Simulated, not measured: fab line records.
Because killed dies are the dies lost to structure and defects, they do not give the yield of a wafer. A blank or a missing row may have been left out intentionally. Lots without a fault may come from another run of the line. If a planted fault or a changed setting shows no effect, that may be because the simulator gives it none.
The tool behind it: which one? | flow berkeley cmos170 | 15 lots, 45 wafers sampled, at 5 steps of a route of 331

== WHAT THE GAUGES READ, wafer by wafer ==
UCB170_START_BOW_MEAS_00.
lot  | measured    | on            | INCOMING_BOW (um)
L385 | day 1 10:00 | film metro-04 | 11 0 -5
L387 | day 1 20:00 | film metro-04 | -4 11 -7
L388 | day 2 01:00 | film metro-01 | -8 7 -8
L392 | day 2 21:02 | film metro-04 | -8 3 -8
L393 | day 3 02:00 | film metro-04 | -6 3 3
L394 | day 3 07:01 | film metro-02 | -3 2 5
L395 | day 3 12:00 | film metro-01 | -6 -1 2
L396 | day 3 17:00 | film metro-02 | 0 4 -5
L397 | day 3 22:00 | film metro-01 | 2 -10 11
L399 | day 4 08:00 | film metro-01 | -1 -2 3
L402 | day 4 23:00 | film metro-02 | 3 -5 5
L404 | day 5 09:01 | film metro-02 | 3 5 3
L406 | day 5 19:02 | film metro-04 | -1 1 9
L407 | day 6 00:02 | film metro-01 | -4 -6 3
L408 | day 6 05:01 | film metro-04 | -9 0 -14

UCB170_PWELL_TW_MEAS_17.
lot  | measured    | on            | PWELL_TW
L385 | day 3 07:09 | film metro-03 | 382 382 381
L387 | day 3 14:41 | film metro-03 | 382 383 378
L388 | day 4 02:59 | film metro-04 | 379 379 377
L392 | day 4 20:03 | film metro-04 | 378 376 379
L393 | day 4 20:19 | film metro-03 | 381 379 383
L394 | day 5 06:23 | film metro-04 | 359 361 360 361 360 360
L395 | day 5 15:10 | film metro-03 | 363 364 363 362 363 364
L396 | day 5 15:24 | film metro-03 | 378 380 379
L397 | day 5 19:56 | film metro-03 | 363 362 363 364 364 363
L399 | day 6 04:19 | film metro-02 | 374 374 373
L402 | day 7 01:32 | film metro-04 | 377 377 376
L404 | day 7 10:14 | film metro-04 | 378 378 377
L406 | day 7 23:14 | film metro-02 | 373 375 372
L407 | day 8 11:33 | film metro-03 | 381 380 380
L408 | day 8 11:49 | film metro-03 | 383 380 381

UCB170_PVT_OVL_MEAS_06.
lot  | measured     | on         | PVT_OVL (nm)
L385 | day 6 07:17  | overlay-01 | 1 9 7
L387 | day 6 15:38  | overlay-01 | -4 -5 -1
L388 | day 7 06:28  | overlay-02 | -4 -6 -6
L392 | day 8 05:58  | overlay-01 | -6 -8 1
L393 | day 8 05:45  | overlay-01 | 1 5 11
L394 | day 8 16:31  | overlay-02 | -4 -1 -8
L395 | day 9 04:41  | overlay-02 | -6 4 4
L396 | day 9 04:43  | overlay-01 | -9 -2 -2
L397 | day 9 13:17  | overlay-01 | -8 -2 -4
L399 | day 9 19:30  | overlay-02 | -4 5 2
L402 | day 10 18:05 | overlay-01 | 8 6 -2
L404 | day 11 00:43 | overlay-01 | 1 3 -2
L406 | day 11 09:37 | overlay-02 | 1 -1 -2
L407 | day 12 01:20 | overlay-01 | -3 -5 -1
L408 | day 12 00:43 | overlay-01 | 4 8 5

== TOOL THAT RAN EACH LOT (tool first, then ch and the chambers of the sampled wafers, then the start) ==
lot  | UCB170_PWELL_IMPLANT_15        | UCB170_NVT_STRIP_08
L385 | implanter-03 ch 0, day 3 06:54 | plasma asher-01 ch 1, day 6 04:51
L387 | implanter-02 ch 0, day 3 14:26 | plasma asher-03 ch 0,1, day 6 14:02
L388 | implanter-04 ch 0, day 4 02:44 | plasma asher-03 ch 0,1, day 7 05:10
L392 | implanter-03 ch 0, day 4 19:49 | plasma asher-02 ch 0,1, day 8 04:13
L393 | implanter-04 ch 0, day 4 20:04 | plasma asher-03 ch 0,1, day 8 03:52
L394 | implanter-02 ch 0, day 5 06:08 | plasma asher-01 ch 0,1, day 8 13:57
L395 | implanter-02 ch 0, day 5 14:55 | plasma asher-02 ch 1, day 9 02:53
L396 | implanter-03 ch 0, day 5 15:09 | plasma asher-02 ch 0,1, day 9 03:06
L397 | implanter-02 ch 0, day 5 19:41 | plasma asher-01 ch 0,1, day 9 11:47
L399 | implanter-03 ch 0, day 6 04:04 | plasma asher-02 ch 0,1, day 9 18:12
L402 | implanter-03 ch 0, day 7 01:17 | plasma asher-02 ch 0,1, day 10 16:37
L404 | implanter-03 ch 0, day 7 10:00 | plasma asher-03 ch 0,1, day 10 22:49
L406 | implanter-04 ch 0, day 7 23:01 | plasma asher-03 ch 0,1, day 11 07:57
L407 | implanter-04 ch 0, day 8 11:20 | plasma asher-03 ch 0,1, day 12 00:02
L408 | implanter-02 ch 0, day 8 11:35 | plasma asher-01 ch 0,1, day 11 23:19
- UCB170_PWELL_IMPLANT_15
- UCB170_NVT_STRIP_08: strips in O2.

== WHAT THE TOOLS THEMSELVES READ (means of the sampled wafers that have a number; where no wafer has one, the mark that the record gives instead) ==
UCB170_PWELL_IMPLANT_15.
lot  | tool         | beam energy keV | dose ions cm2 | faraday current uA
L385 | implanter-03 | 59.984          | 5.003e+12     | 16.1
L387 | implanter-02 | 60.030          | 4.999e+12     | 16.1
L388 | implanter-04 | 59.995          | 4.997e+12     | 15.9
L392 | implanter-03 | 59.990          | 4.998e+12     | 15.6
L393 | implanter-04 | 60.020          | 5.003e+12     | 16.1
L394 | implanter-02 | 59.992          | 4.371e+12     | 14.0
L395 | implanter-02 | 60.000          | 4.369e+12     | 14.0
L396 | implanter-03 | 60.001          | 4.998e+12     | 16.0
L397 | implanter-02 | 59.993          | 4.365e+12     | 14.0
L399 | implanter-03 | 59.981          | 4.999e+12     | 15.6
L402 | implanter-03 | 60.005          | 4.997e+12     | 15.7
L404 | implanter-03 | 59.999          | 5.006e+12     | 16.0
L406 | implanter-04 | 60.021          | 5.005e+12     | 15.9
L407 | implanter-04 | 60.023          | 5.005e+12     | 15.7
L408 | implanter-02 | 60.000          | 5.001e+12     | 15.7

UCB170_NVT_STRIP_08.
lot  | tool            | drypump motor current A (A) | oes product au (a.u.) | strip time to endpoint s (s)
L385 | plasma asher-01 | 5.7                         | 0.735                 | 21.68
L387 | plasma asher-03 | 5.7                         | 0.735                 | 21.64
L388 | plasma asher-03 | 6.1                         | 0.737                 | 21.57
L392 | plasma asher-02 | 5.3                         | 0.733                 | 21.52
L393 | plasma asher-03 | 6.1                         | 0.735                 | 21.68
L394 | plasma asher-01 | 5.5                         | 0.735                 | 21.51
L395 | plasma asher-02 | 5.2                         | 0.734                 | 21.61
L396 | plasma asher-02 | 5.2                         | 0.735                 | 21.57
L397 | plasma asher-01 | 5.3                         | 0.736                 | 21.61
L399 | plasma asher-02 | 5.3                         | 0.732                 | 21.69
L402 | plasma asher-02 | 5.2                         | 0.730                 | 21.58
L404 | plasma asher-03 | 5.7                         | 0.732                 | 21.58
L406 | plasma asher-03 | 6.1                         | 0.737                 | 21.64
L407 | plasma asher-03 | 5.7                         | 0.736                 | 21.60
L408 | plasma asher-01 | 5.5                         | 0.734                 | 21.58

== THE ANSWER, worked out from the rows above alone ==
Rule: the usual values come from the lots themselves. The widest of any qualifying gaps counts: lots, ordered by their means at a reading, are off when they make up no more than a third of the lots, leave a main group of 4 or more, and stand apart from it by 3 or more times the standard deviation of that group's means. A main group is skipped when, at the precision printed for the reading in the tables above, its means are all equal. Also off: a lot with no number at a reading for which 4 or more lots have one. Any other lot the step has rows for is counted as sound. The gauges are gone through in route order, then the tools' own readings, and for those a lot's mean is taken as printed above. At the first step where some lot is off, the reading lying furthest off is the one used; lots without a number count as furthest.
Off: at UCB170_PWELL_TW_MEAS_17 (PWELL_TW), L394, L395, L397. Main group: mean 378, sd 2.7.
If a tool, at a process step before that reading, ran all the lots that are off and no sound lot after the first of them, it fits. The gauges at UCB170_PWELL_TW_MEAS_17 aren't tried: what is off there is off at UCB170_PWELL_IMPLANT_15 too, on other tools, and a gauge's error can't cause that. Not one of the candidates tried fits.

== WHAT THE SIMULATOR HAD INSERTED ==
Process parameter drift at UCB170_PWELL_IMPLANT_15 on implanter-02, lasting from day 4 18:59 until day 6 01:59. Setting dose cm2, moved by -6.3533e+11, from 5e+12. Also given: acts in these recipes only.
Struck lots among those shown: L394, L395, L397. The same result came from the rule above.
